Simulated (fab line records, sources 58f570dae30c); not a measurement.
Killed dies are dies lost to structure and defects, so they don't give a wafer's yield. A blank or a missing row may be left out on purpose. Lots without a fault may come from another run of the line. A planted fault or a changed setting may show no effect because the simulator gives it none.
fab line records | flow berkeley_cmos170
record lots=5 wafers=23
route steps=331 shown ZERO@7 NWELL@15 PWELL@36 ACTIVE@68 SCREENOX@101 PVT@116 GATE@133 PLDD@146
start_h: hours from the record's first day to the start of the lot's first wafer shown | wait_h: hours since the lot's step before | " the same as in the row above | L1.1+2: a row that stands for several wafers | - no value, or no start given | * or withheld: withheld | < > ~ a bound
route shown NAME@n: a module of which the file shows steps, and the number in the route of the first | usual: mean/standard deviation of fault-free wafers | same: alike in all rows | chamber/n: place in a boat | sites: the reading at each site | _std_site: their standard deviation | _edge_site: outer sites' mean less inner sites' | radius_mm: how far each site lies from the wafer's centre | mask NAME#n: copy n | behind: the tool/chamber that last shaped the wafer | hold: why the lot was held/for how many hours/how that ended | device: the transistor (n, p or np) that didn't switch | end of line: the same wafers' tests at the end of the route | a step without rows: its recipe alone | killed: dies lost to structure and defects at the first sort, not the wafer's yield | map: a wafer's dies, x killed, . not, _ none there
set.NAME: the setting as run; set.NAME@STEP: as run at that earlier step | model.NAME: the simulator's own value behind a step, which no gauge read
lots whose settings were changed on purpose; a table a step, a row a wafer
## steps
# step UCB170_ZERO_COAT_01
# recipe resist=KrF spin_rpm=1500 resist_thk_nm=900
# columns lot.wafer tool chamber start_h wait_h set.spin_rpm model.KrF_of_ZERO_COAT_01.thk_nm
L075.1 litho_track-04 0 31.54 0.1 1567 878.6
L075.2 " 0 " " 1500 898
L075.4 " 0 " " 1500 900.7
L075.5 " 0 " " 1567 878.5
L075.6 " 0 " " 1500 901.9
L076.2 litho_track-01 0 31.75 0.1 1582 876
L076.3 " 0 " " 1500 899.1
L076.4 " 0 " " 1500 902.1
L076.5 " 0 " " 1500 900.6
L076.6 " 0 " " 1582 879.8
L077.1 litho_track-03 0 37.00 0.1 1500 897.9
L077.2 " 0 " " 1500 897
L077.3 " 0 " " 1500 899.1
L077.4 " 0 " " 1500 896.1
L077.5 " 0 " " 1500 900
L083.2 litho_track-03 0 65.90 0.1 1500 899
L083.3 " 0 " " 1500 901.8
L083.4 " 0 " " 1409 932.2
L083.5 " 0 " " 1409 928.2
L083.6 " 0 " " 1409 927.8
L085.3 litho_track-01 0 73.61 0.1 1500 898.3
L085.4 " 0 " " 1500 900.1
L085.5 " 0 " " 1500 899.7
# step UCB170_ZERO_SOFTBAKE_02
# recipe resist=KrF temp_c=130 time_s=60
# step UCB170_ZERO_EXPOSE_03
# recipe mask_id=PM_MARKS na=0.5 sigma_outer=0.6 source_shape=conventional target_cd_nm=4000 dose_mj=30
# step UCB170_ZERO_DEVELOP_05
# recipe developer=TMAH develop_time_s=45 resist=KrF dev_temp_c=21
# step UCB170_ZERO_ETCH_06
# recipe chemistry=CHF3/CF4/Ar target=SiO2 time_s=12 pressure_mtorr=100 rf_w=500 CHF3_flow_sccm=50 cf4_flow_sccm=10 Ar_flow_sccm=120 over_etch_frac=1.58
# step UCB170_ZERO_STRIP_07
# recipe chemistry=O2 power_w=400 pressure_mtorr=3500 platen_temp_c=withheld o2_flow_sccm=400 overash_fraction=0.5
# usual strip_time_to_endpoint_s=21.49/0.055
# columns lot.wafer tool chamber start_h wait_h set.spin_rpm@ZERO_COAT_01 strip_time_to_endpoint_s
L075.1 plasma_asher-04 1 32.42 0.0 1567 20.94
L075.2 " 0 " " 1500 21.42
L075.4 " 0 " " 1500 21.49
L075.5 " 1 " " 1567 20.95
L075.6 " 0 " " 1500 21.53
L076.2 plasma_asher-04 0 32.69 0.0 1582 20.92
L076.3 " 1 " " 1500 21.46
L076.4 " 0 " " 1500 21.53
L076.5 " 1 " " 1500 21.49
L076.6 " 0 " " 1582 21.01
L077.1 plasma_asher-02 1 37.87 0.0 1500 21.41
L077.2 " 0 " " 1500 21.41
L077.3 " 0 " " 1500 21.47
L077.4 " 1 " " 1500 21.38
L077.5 " 0 " " 1500 21.47
L083.2 plasma_asher-04 1 66.94 0.0 1500 21.45
L083.3 " 0 " " 1500 21.52
L083.4 " 1 " " 1409 22.25
L083.5 " 0 " " 1409 22.14
L083.6 " 1 " " 1409 22.13
L085.3 plasma_asher-01 1 74.73 0.0 1500 21.45
L085.4 " 0 " " 1500 21.50
L085.5 " 1 " " 1500 21.46
# step UCB170_NWELL_OXIDATION_01
# recipe temp_c=1000 ambient=O2 target_thk_a=264 ox_time_s=1260
# columns lot.wafer tool chamber start_h wait_h set.ox_time_s model.SiO2_of_NWELL_OXIDATION_01.thk_nm
L075.1 - - - 0.1 1260 26.91
L075.2 " - " " 1260 26.4
L075.4 " - " " 1260 26.67
L075.5 " - " " 1260 26.45
L075.6 " - " " 1260 26.35
L076.2 - - - 2.6 1388 28.91
L076.3 " - " " 1388 28.63
L076.4 " - " " 1388 28.98
L076.5 " - " " 1388 28.66
L076.6 " - " " 1388 28.62
L077.1 - - - 3.2 1175 24.84
L077.2 " - " " 1175 24.75
L077.3 " - " " 1175 25.32
L077.4 " - " " 1175 25.12
L077.5 " - " " 1175 24.73
L083.2 - - - 3.1 1093 23.97
L083.3 " - " " 1093 23.81
L083.4 " - " " 1093 23.87
L083.5 " - " " 1093 23.86
L083.6 " - " " 1093 23.35
L085.3 furnace-02 0 80.21 5.3 1260 27.06
L085.4 " 0 " " 1260 27.04
L085.5 " 0 " " 1260 26.93
# step UCB170_NWELL_THK_MEAS_02
# recipe reads=SiO2_of_NWELL_OXIDATION_01
# usual NWELL_OXIDE_THK=26.3/0.54
# columns lot.wafer tool chamber start_h wait_h set.ox_time_s@NWELL_OXIDATION_01 NWELL_OXIDE_THK[nm]
L075.1 film_metro-03 - - - 1260 26.9
L075.2 " - " " 1260 26.4
L075.4 " - " " 1260 26.7
L075.5 " - " " 1260 26.4
L075.6 " - " " 1260 26.3
L076.2 film_metro-03 - - - 1388 29.0
L076.3 " - " " 1388 28.6
L076.4 " - " " 1388 29.1
L076.5 " - " " 1388 28.7
L076.6 " - " " 1388 28.6
L077.1 film_metro-01 - - - 1175 24.8
L077.2 " - " " 1175 24.8
L077.3 " - " " 1175 25.3
L077.4 " - " " 1175 25.1
L077.5 " - " " 1175 24.7
L083.2 film_metro-03 - - - 1093 24.0
L083.3 " - " " 1093 23.8
L083.4 " - " " 1093 23.9
L083.5 " - " " 1093 23.8
L083.6 " - " " 1093 23.4
L085.3 film_metro-03 - 81.58 0.0 1260 27.1
L085.4 " - " " 1260 27.1
L085.5 " - " " 1260 27.0
# step UCB170_NWELL_IMPLANT_14
# recipe species=P dose_cm2=1e+13 energy_kev=150 tilt_deg=7
# columns lot.wafer tool chamber start_h wait_h set.dose_cm2
L075.1+2+4+5+6 implanter-01 0 41.05 0.1 1e+13
L076.2+3+4+5+6 implanter-02 0 45.07 0.1 1e+13
L077.1+4 implanter-01 0 50.44 0.2 1e+13
L077.2+3+5 " 0 " " 1.055e+13
L083.2+6 implanter-01 0 81.07 0.1 9.33e+12
L083.3+4+5 " 0 " " 1e+13
L085.3+4+5 implanter-02 0 94.29 0.1 1e+13
# step UCB170_NWELL_STRIP_15
# recipe chemistry=O2 power_w=400 pressure_mtorr=3500 platen_temp_c=withheld o2_flow_sccm=400 overash_fraction=0.5
# step UCB170_NWELL_TW_MEAS_16
# usual NWELL_TW=1254/13
# columns lot.wafer tool chamber start_h wait_h set.dose_cm2@NWELL_IMPLANT_14 NWELL_TW
L075.1 film_metro-03 - 41.30 0.1 1e+13 1249
L075.2 " - " " 1e+13 1244
L075.4 " - " " 1e+13 1242
L075.5 " - " " 1e+13 1240
L075.6 " - " " 1e+13 1239
L076.2 film_metro-02 - 45.30 0.1 1e+13 1287
L076.3 " - " " 1e+13 1286
L076.4 " - " " 1e+13 1283
L076.5 " - " " 1e+13 1276
L076.6 " - " " 1e+13 1280
L077.1 film_metro-03 - 50.69 0.1 1e+13 1238
L077.2 " - " " 1.055e+13 1264
L077.3 " - " " 1.055e+13 1259
L077.4 " - " " 1e+13 1240
L077.5 " - " " 1.055e+13 1264
L083.2 film_metro-03 - 81.31 0.1 9.33e+12 1209
L083.3 " - " " 1e+13 1237
L083.4 " - " " 1e+13 1241
L083.5 " - " " 1e+13 1241
L083.6 " - " " 9.33e+12 1200
L085.3 film_metro-03 - 94.51 0.1 1e+13 1241
L085.4 " - " " 1e+13 1243
L085.5 " - " " 1e+13 1245
# step UCB170_PWELL_OXIDATION_02
# recipe temp_c=1000 ambient=O2 target_thk_a=264 ox_time_s=1260
# columns lot.wafer tool chamber start_h wait_h set.temp_c model.SiO2_of_PWELL_OXIDATION_02.thk_nm
L075.1 - - - 2.2 1000 26.7
L075.2 " - " " 1000 26.46
L075.4 " - " " 1000 26.76
L075.5 " - " " 1000 26.55
L075.6 " - " " 1000 26.59
L076.2 - - - 5.1 1000 25.91
L076.3 " - " " 1000 26.32
L076.4 " - " " 1000 26.12
L076.5 " - " " 1000 25.97
L076.6 " - " " 1000 25.98
L077.1 - - - 0.8 1029 33.68
L077.2 " - " " 1029 34.16
L077.3 " - " " 1029 34.42
L077.4 " - " " 1029 33.84
L077.5 " - " " 1029 33.97
L083.2 - - - 0.1 1000 26.64
L083.3 " - " " 1000 26.29
L083.4 " - " " 1000 26.21
L083.5 " - " " 1000 26.45
L083.6 " - " " 1000 26.71
L085.3 furnace-04 0 107.24 7.6 1000 25.64
L085.4 " 0 " " 1000 25.78
L085.5 " 0 " " 1000 25.57
# step UCB170_PWELL_THK_MEAS_03
# recipe reads=SiO2_of_PWELL_OXIDATION_02
# usual PWELL_OXIDE_THK=26.3/0.55
# columns lot.wafer tool chamber start_h wait_h set.temp_c@PWELL_OXIDATION_02 PWELL_OXIDE_THK[nm]
L075.1 film_metro-04 - - - 1000 26.7
L075.2 " - " " 1000 26.5
L075.4 " - " " 1000 26.7
L075.5 " - " " 1000 26.6
L075.6 " - " " 1000 26.6
L077.1 film_metro-03 - - - 1029 33.7
L077.2 " - " " 1029 34.2
L077.3 " - " " 1029 34.5
L077.4 " - " " 1029 33.8
L077.5 " - " " 1029 34.0
L076.2 film_metro-01 - - - 1000 25.9
L076.3 " - " " 1000 26.3
L076.4 " - " " 1000 26.1
L076.5 " - " " 1000 26.0
L076.6 " - " " 1000 26.0
L083.2 film_metro-01 - - - 1000 26.7
L083.3 " - " " 1000 26.3
L083.4 " - " " 1000 26.2
L083.5 " - " " 1000 26.4
L083.6 " - " " 1000 26.7
L085.3 film_metro-04 - 108.61 0.0 1000 25.6
L085.4 " - " " 1000 25.8
L085.5 " - " " 1000 25.6
# step UCB170_PWELL_DEVELOP_12
# recipe developer=TMAH develop_time_s=45 resist=KrF dev_temp_c=21
# columns lot.wafer tool chamber start_h wait_h set.develop_time_s
L075.1+4+6 litho_track-02 0 - - 45
L075.2+5 " 0 " " 40.08
L076.2+3+6 litho_track-02 0 - - 40.23
L076.4+5 " 0 " " 45
L077.1+2+3+4+5 litho_track-01 0 - - 45
L083.2+4+6 litho_track-03 0 - - 48.98
L083.3+5 " 0 " " 45
L085.3+4+5 litho_track-02 0 - - 45
# step UCB170_PWELL_ETCH_14
# recipe chemistry=CH3F/Ar/O2 target=Si3N4 stop_on=SiO2 CH3F_flow_sccm=20 Ar_flow_sccm=50 O2_flow_sccm=7 pressure_mtorr=50 rf_w=450 target_depth_a=2420 over_etch_frac=0.1 time_s=151
# columns lot.wafer tool chamber start_h wait_h set.temp_c@PWELL_OXIDATION_02 model.SiO2_of_PWELL_OXIDATION_02.thk_nm
L075.1 rie_diel-04 2 60.66 0.0 1000 23.04
L075.2 " 3 " " 1000 22.79
L075.4 " 2 " " 1000 23.11
L075.5 " 2 " " 1000 22.87
L075.6 " 3 " " 1000 22.94
L076.2 rie_diel-03 1 65.62 0.0 1000 22.25
L076.3 " 0 " " 1000 22.64
L076.4 " 3 " " 1000 22.38
L076.5 " 1 " " 1000 22.33
L076.6 " 0 " " 1000 22.31
L077.1 rie_diel-01 2 65.86 0.0 1029 29.36
L077.2 " 0 " " 1029 30.45
L077.3 " 3 " " 1029 30.52
L077.4 " 1 " " 1029 30.15
L077.5 " 3 " " 1029 30.06
L083.2 rie_diel-01 2 98.63 0.0 1000 22.33
L083.3 " 1 " " 1000 22.59
L083.4 " 1 " " 1000 22.52
L083.5 " 2 " " 1000 22.13
L083.6 " 3 " " 1000 22.81
L085.3 rie_diel-01 1 121.77 0.0 1000 21.95
L085.4 " 0 " " 1000 22.1
L085.5 " 2 " " 1000 21.25
# step UCB170_PWELL_IMPLANT_15
# recipe species=B dose_cm2=5e+12 energy_kev=60 tilt_deg=7
# columns lot.wafer tool chamber start_h wait_h set.energy_kev model.implant.rp_nm model.implant.drp_nm
L075.1+2+4+5+6 implanter-04 0 60.81 0.1 60 186.7 64.7
L076.2+3+4+5+6 implanter-04 0 65.75 0.1 60 185.3 64.7
L077.1+2+5 implanter-01 0 65.96 0.1 62.58 199.8 66.14
L077.3+4 " 0 " " 60 189.7 64.7
L083.2+3+4 implanter-04 0 98.76 0.1 60 183.5 64.7
L083.5+6 " 0 " " 58.71 179.9 63.95
L085.3+4+5 implanter-04 0 121.93 0.1 60 185.6 64.7
# step UCB170_ACTIVE_COAT_08
# recipe resist=KrF spin_rpm=1500 resist_thk_nm=900
# columns lot.wafer tool chamber start_h wait_h set.spin_rpm model.KrF_of_ACTIVE_COAT_08.thk_nm
L075.1 litho_track-04 0 95.33 0.1 1500 899.6
L075.2+4 " 0 " " 1500 900.8
L075.5 " 0 " " 1500 899.8
L075.6 " 0 " " 1500 900.2
L076.2 litho_track-02 0 102.33 0.1 1500 900.1
L076.3 " 0 " " 1603 868
L076.4 " 0 " " 1500 898.9
L076.5 " 0 " " 1500 896.6
L076.6 " 0 " " 1603 871
L077.1 litho_track-04 0 102.49 0.1 1429 923.5
L077.2 " 0 " " 1500 903
L077.3 " 0 " " 1429 922.7
L077.4 " 0 " " 1500 901.4
L077.5 " 0 " " 1429 924.2
L083.2 litho_track-02 0 141.55 0.1 1500 901.1
L083.3 " 0 " " 1530 889.6
L083.4 " 0 " " 1500 901.3
L083.5 " 0 " " 1530 893.7
L083.6 " 0 " " 1530 889.2
L085.3 litho_track-04 0 165.69 0.1 1500 896.6
L085.4 " 0 " " 1500 896.8
L085.5 " 0 " " 1500 897.3
# step UCB170_SCREENOX_OXIDATION_01
# recipe temp_c=900 ambient=O2 target_thk_a=144 ox_time_s=2400
# columns lot.wafer tool chamber start_h wait_h set.temp_c model.SiO2_of_SCREENOX_OXIDATION_01.thk_nm
L075.1 - - - 6.5 900 14.79
L075.2 " - " " 900 14.63
L075.4 " - " " 900 14.83
L075.5 " - " " 900 14.84
L075.6 " - " " 900 14.86
L076.2 - - - 7.0 877.1 11.17
L076.3 " - " " 877.1 11.18
L076.4 " - " " 877.1 11.04
L076.5 " - " " 877.1 10.97
L076.6 " - " " 877.1 11.21
L077.1 - - - 7.1 908.6 15.84
L077.2 " - " " 908.6 15.68
L077.3 " - " " 908.6 15.54
L077.4 " - " " 908.6 15.51
L077.5 " - " " 908.6 15.82
L083.2 - - - 6.5 900 14.56
L083.3 " - " " 900 14.84
L083.4 " - " " 900 14.96
L083.5 " - " " 900 14.89
L083.6 " - " " 900 14.77
L085.3 furnace-04 0 200.33 7.8 900 14.07
L085.4 " 0 " " 900 14.18
L085.5 " 0 " " 900 14.08
# step UCB170_SCREENOX_THK_MEAS_02
# recipe reads=SiO2_of_SCREENOX_OXIDATION_01
# usual SCREENOX_OXIDE_THK=14.5/0.41
# columns lot.wafer tool chamber start_h wait_h set.temp_c@SCREENOX_OXIDATION_01 SCREENOX_OXIDE_THK[nm]
L075.1 film_metro-02 - - - 900 14.8
L075.2 " - " " 900 14.7
L075.4 " - " " 900 14.8
L075.5 " - " " 900 14.9
L075.6 " - " " 900 14.8
L077.1 film_metro-01 - - - 908.6 15.9
L077.2 " - " " 908.6 15.7
L077.3 " - " " 908.6 15.5
L077.4 " - " " 908.6 15.5
L077.5 " - " " 908.6 15.8
L076.2 film_metro-02 - - - 877.1 11.1
L076.3 " - " " 877.1 11.2
L076.4 " - " " 877.1 11.0
L076.5 " - " " 877.1 11.0
L076.6 " - " " 877.1 11.2
L083.2 film_metro-04 - - - 900 14.6
L083.3 " - " " 900 14.9
L083.4 " - " " 900 14.9
L083.5 " - " " 900 14.9
L083.6 " - " " 900 14.8
L085.3 film_metro-04 - 202.01 0.0 900 14.1
L085.4 " - " " 900 14.2
L085.5 " - " " 900 14.1
# step UCB170_PVT_COAT_01
# recipe resist=KrF spin_rpm=1500 resist_thk_nm=900
# columns lot.wafer tool chamber start_h wait_h set.spin_rpm model.KrF_of_PVT_COAT_01.thk_nm
L075.1 litho_track-03 0 147.76 0.1 1550 887.3
L075.2 " 0 " " 1500 900.5
L075.4 " 0 " " 1550 889.4
L075.5 " 0 " " 1550 886.4
L075.6 " 0 " " 1500 901.6
L076.2 litho_track-03 0 160.13 0.1 1500 903.9
L076.3 " 0 " " 1409 933.5
L076.4 " 0 " " 1409 932.5
L076.5 " 0 " " 1409 930.9
L076.6 " 0 " " 1500 900.3
L077.1 litho_track-02 0 160.44 0.1 1592 873.2
L077.2 " 0 " " 1500 896.3
L077.3 " 0 " " 1500 897.6
L077.4 " 0 " " 1500 902.6
L077.5 " 0 " " 1592 869.4
L083.2 litho_track-01 0 184.26 0.1 1500 899.1
L083.3 " 0 " " 1500 902.5
L083.4 " 0 " " 1437 923.6
L083.5 " 0 " " 1500 898.9
L083.6 " 0 " " 1437 920.9
L085.3 litho_track-02 0 213.31 0.1 1500 897
L085.4 " 0 " " 1500 898.2
L085.5 " 0 " " 1500 896
# step UCB170_PVT_IMPLANT_07
# recipe species=P dose_cm2=2e+12 energy_kev=30 tilt_deg=7
# columns lot.wafer tool chamber start_h wait_h set.energy_kev
L075.1+2+4+5+6 implanter-01 0 148.61 0.0 30
L076.2+3+4+5+6 implanter-02 0 161.15 0.0 30
L077.1+4 implanter-02 0 161.53 0.0 30.85
L077.2+3+5 " 0 " " 30
L083.2+3+4+5+6 implanter-02 0 185.35 0.0 30
L085.3+4+5 implanter-01 0 214.30 0.1 30
# step UCB170_PVT_STRIP_08
# recipe chemistry=O2 power_w=400 pressure_mtorr=3500 platen_temp_c=withheld o2_flow_sccm=400 overash_fraction=0.5
# usual strip_time_to_endpoint_s=21.60/0.065
# columns lot.wafer tool chamber start_h wait_h set.spin_rpm@PVT_COAT_01 strip_time_to_endpoint_s
L075.1 plasma_asher-04 1 148.76 0.1 1550 21.31
L075.2 " 0 " " 1500 21.63
L075.4 " 0 " " 1550 21.37
L075.5 " 0 " " 1550 21.30
L075.6 " 1 " " 1500 21.67
L076.2 plasma_asher-03 1 161.27 0.1 1500 21.72
L076.3 " 1 " " 1409 22.43
L076.4 " 0 " " 1409 22.41
L076.5 " 0 " " 1409 22.38
L076.6 " 1 " " 1500 21.64
L077.1 plasma_asher-02 1 161.68 0.1 1592 20.98
L077.2 " 0 " " 1500 21.53
L077.3 " 1 " " 1500 21.56
L077.4 " 0 " " 1500 21.67
L077.5 " 1 " " 1592 20.89
L083.2 plasma_asher-04 1 185.47 0.1 1500 21.61
L083.3 " 1 " " 1500 21.69
L083.4 " 0 " " 1437 22.21
L083.5 " 1 " " 1500 21.60
L083.6 " 0 " " 1437 22.12
L085.3 plasma_asher-02 1 214.43 0.1 1500 21.56
L085.4 " 0 " " 1500 21.58
L085.5 " 0 " " 1500 21.54
# step UCB170_GATE_COAT_07
# recipe resist=KrF spin_rpm=1500 resist_thk_nm=900
# columns lot.wafer tool chamber start_h wait_h set.spin_rpm model.KrF_of_GATE_COAT_07.thk_nm
L075.1 litho_track-02 0 - - 1448 915.5
L075.2 " 0 " " 1448 914.9
L075.4 " 0 " " 1448 915.4
L075.5 " 0 " " 1500 898.6
L075.6 " 0 " " 1500 897.4
L077.1 litho_track-02 0 - - 1500 897.4
L077.2 " 0 " " 1428 921.2
L077.3 " 0 " " 1428 920
L077.4 " 0 " " 1500 898.1
L077.5 " 0 " " 1500 898.7
L076.2 litho_track-04 0 - - 1500 901.7
L076.3 " 0 " " 1500 900.6
L076.4 " 0 " " 1500 901.5
L076.5 " 0 " " 1500 899.7
L076.6 " 0 " " 1500 898.8
L083.2 litho_track-02 0 - - 1500 894.5
L083.3 " 0 " " 1391 930.2
L083.4 " 0 " " 1500 896.9
L083.5 " 0 " " 1500 897.2
L083.6 " 0 " " 1391 927.8
L085.3 litho_track-03 0 - - 1500 897.4
L085.4 " 0 " " 1500 898.2
L085.5 " 0 " " 1500 899.8
# step UCB170_PLDD_COAT_01
# recipe resist=KrF spin_rpm=1500 resist_thk_nm=900
# columns lot.wafer tool chamber start_h wait_h set.resist_thk_nm model.KrF_of_PLDD_COAT_01.thk_nm
L075.1 litho_track-04 0 167.88 0.1 932.2 933.5
L075.2 " 0 " " 900 896.3
L075.4 " 0 " " 900 898.9
L075.5 " 0 " " 932.2 926.9
L075.6 " 0 " " 900 897.6
L076.2 litho_track-04 0 187.91 0.1 900 904.1
L076.3 " 0 " " 900 904.8
L076.4 " 0 " " 947.4 951.5
L076.5 " 0 " " 947.4 952.9
L076.6 " 0 " " 947.4 950.5
L077.1 litho_track-01 0 188.06 0.1 885.4 883.8
L077.2 " 0 " " 900 896.9
L077.3+5 " 0 " " 885.4 882.8
L077.4 " 0 " " 900 897.7
L083.2 litho_track-01 0 199.41 0.1 900 904.2
L083.3 " 0 " " 900 903.1
L083.4 " 0 " " 900 902.4
L083.5 " 0 " " 900 903.2
L083.6 " 0 " " 900 903.3
L085.3 litho_track-04 0 236.11 0.1 900 901.8
L085.4 " 0 " " 900 902
L085.5 " 0 " " 900 902.5
## key
split step=UCB170_ZERO_COAT_01 setting=spin_rpm stated=1500 by=wafer
response step=UCB170_ZERO_COAT_01 reading=model.KrF_of_ZERO_COAT_01.thk_nm change=-4.58 per=1% r=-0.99
response step=UCB170_ZERO_STRIP_07 reading=strip_time_to_endpoint_s change=* per=1% r=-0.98
split step=UCB170_NWELL_OXIDATION_01 setting=ox_time_s stated=1260 by=lot
response step=UCB170_NWELL_OXIDATION_01 reading=model.SiO2_of_NWELL_OXIDATION_01.thk_nm change=+0.218 per=1% r=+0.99
response step=UCB170_NWELL_THK_MEAS_02 reading=NWELL_OXIDE_THK change=+0.219 per=1% r=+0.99
split step=UCB170_NWELL_IMPLANT_14 setting=dose_cm2 stated=1e+13 by=wafer
response step=UCB170_NWELL_TW_MEAS_16 reading=NWELL_TW change=+4.82 per=1% r=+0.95
split step=UCB170_PWELL_OXIDATION_02 setting=temp_c stated=1000 by=lot
response step=UCB170_PWELL_OXIDATION_02 reading=model.SiO2_of_PWELL_OXIDATION_02.thk_nm change=+2.67 per=1% r=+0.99
response step=UCB170_PWELL_THK_MEAS_03 reading=PWELL_OXIDE_THK change=+2.68 per=1% r=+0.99
response step=UCB170_PWELL_ETCH_14 reading=model.SiO2_of_PWELL_OXIDATION_02.thk_nm change=+2.64 per=1% r=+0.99
split step=UCB170_PWELL_DEVELOP_12 setting=develop_time_s stated=45 by=wafer
response none clear
split step=UCB170_PWELL_IMPLANT_15 setting=energy_kev stated=60 by=wafer
response step=UCB170_PWELL_IMPLANT_15 reading=model.implant.rp_nm change=+2.21 per=1% r=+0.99
response step=UCB170_PWELL_IMPLANT_15 reading=model.implant.drp_nm change=+0.338 per=1% r=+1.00
split step=UCB170_ACTIVE_COAT_08 setting=spin_rpm stated=1500 by=wafer
response step=UCB170_ACTIVE_COAT_08 reading=model.KrF_of_ACTIVE_COAT_08.thk_nm change=-4.36 per=1% r=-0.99
split step=UCB170_SCREENOX_OXIDATION_01 setting=temp_c stated=900 by=lot
response step=UCB170_SCREENOX_OXIDATION_01 reading=model.SiO2_of_SCREENOX_OXIDATION_01.thk_nm change=+1.33 per=1% r=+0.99
response step=UCB170_SCREENOX_THK_MEAS_02 reading=SCREENOX_OXIDE_THK change=+1.34 per=1% r=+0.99
split step=UCB170_PVT_COAT_01 setting=spin_rpm stated=1500 by=wafer
response step=UCB170_PVT_COAT_01 reading=model.KrF_of_PVT_COAT_01.thk_nm change=-4.74 per=1% r=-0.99
response step=UCB170_PVT_STRIP_08 reading=strip_time_to_endpoint_s change=* per=1% r=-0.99
split step=UCB170_PVT_IMPLANT_07 setting=energy_kev stated=30 by=wafer
response none clear
split step=UCB170_GATE_COAT_07 setting=spin_rpm stated=1500 by=wafer
response step=UCB170_GATE_COAT_07 reading=model.KrF_of_GATE_COAT_07.thk_nm change=-4.63 per=1% r=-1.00
split step=UCB170_PLDD_COAT_01 setting=resist_thk_nm stated=900 by=wafer
response step=UCB170_PLDD_COAT_01 reading=model.KrF_of_PLDD_COAT_01.thk_nm change=+8.99 per=1% r=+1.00
